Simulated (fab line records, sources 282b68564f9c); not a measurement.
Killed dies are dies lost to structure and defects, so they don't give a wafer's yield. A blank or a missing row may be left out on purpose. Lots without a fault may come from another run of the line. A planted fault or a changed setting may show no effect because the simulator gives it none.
One fault seen from 2 desks | flow rit_cmos | each desk has only its own numbers; what lay behind them comes last

THE TOOL OWNER'S DESK: rie_metal-03
The tool's own readings at RIT_M1_METAL_ETCH_12 (etches Al in Cl2/BCl3, stops on SiO2, time 165 s, target depth 600 nm): means of the sampled wafers that have a number, for each lot that ran on this tool. A lot is out of limits, marked OUT, if its mean lies more than 4 standard deviations from the usual mean; the brackets give that distance.
Columns: A = drypump_motor_current_A at RIT_M1_METAL_ETCH_12, usual 5.8 A; B = oes_product_au at RIT_M1_METAL_ETCH_12, usual 0.780 a.u.; C = rf_fwd_power_W at RIT_M1_METAL_ETCH_12, usual 249.0 W; D = run_length_s at RIT_M1_METAL_ETCH_12, usual 193.5 s; E = throttle_valve_pct at RIT_M1_METAL_ETCH_12, usual 8.28 %
lot  | first seen here | A   | B               | C     | D                      | E
L271 | day 3 16:22     | 5.8 | 0.776           | 249.1 | 193.3                  | 8.31
L274 | day 4 14:41     | 5.8 | 0.780           | 249.0 | 193.1                  | 8.32
L277 | day 5 00:32     | 5.7 | 0.789           | 248.4 | 193.4                  | 8.30
L280 | day 5 17:59     | 5.6 | 0.794           | 249.6 | 193.4                  | 8.31
L286 | day 6 19:38     | 5.8 | 0.997 (+17) OUT | -     | 94.3 (-99 or more) OUT | 8.28
L288 | day 7 06:38     | 5.8 | 0.992 (+16) OUT | -     | 94.0 (-99 or more) OUT | 8.27
This desk's finding: out of limits on L286, L288; first on L286, day 6 19:38 (oes_product_au at RIT_M1_METAL_ETCH_12). In limits: L271, L274, L277, L280.

THE METROLOGY DESK
What the gauges read, lot by lot, whatever tool the lot ran on: means of the sampled wafers that have a number. A lot is out of limits, marked OUT, if its mean lies more than 4 standard deviations from the usual mean; the brackets give that distance.
Columns: A = cd_nm at RIT_M1_CD_MEAS_90, usual 2601.8 nm
lot  | first seen here | A
L270 | day 3 12:43     | 2603.9
L271 | day 3 16:52     | 2601.5
L272 | day 3 22:23     | 2599.4
L274 | day 4 15:13     | 2603.9
L275 | day 4 20:43     | 2600.9
L276 | day 4 20:54     | 2598.9
L277 | day 5 01:04     | 2604.4
L278 | day 5 08:53     | 2604.4
L280 | day 5 18:29     | 2602.7
L286 | day 6 20:09     | 2616.0 (+5.5) OUT
L288 | day 7 07:10     | 2616.5 (+5.6) OUT
L289 | day 7 10:44     | 2601.2
L290 | day 7 16:47     | 2602.9
L292 | day 8 02:39     | 2601.3
This desk's finding: out of limits on L286, L288; first on L286, day 6 20:09 (cd_nm at RIT_M1_CD_MEAS_90). In limits: L270, L271, L272, L274, L275, L276, L277, L278, L280, L289, L290, L292.

PUT TOGETHER
The tool owner's desk could have raised an alarm at day 6 19:38, on L286, L288.
The metrology desk could have raised an alarm at day 6 20:09, on L286, L288.
Of the lots named, all ran RIT_M1_METAL_ETCH_12 on rie_metal-03.

WHAT THE SIMULATOR HAD PUT IN
Process parameter drift: rie_metal-03, from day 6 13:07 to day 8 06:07, at RIT_M1_METAL_ETCH_12. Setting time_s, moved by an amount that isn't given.
Lots struck among those shown: L286, L288.
Hours from the fault's start to each desk's first reading out of limits: the tool owner's desk, 7; the metrology desk, 7.
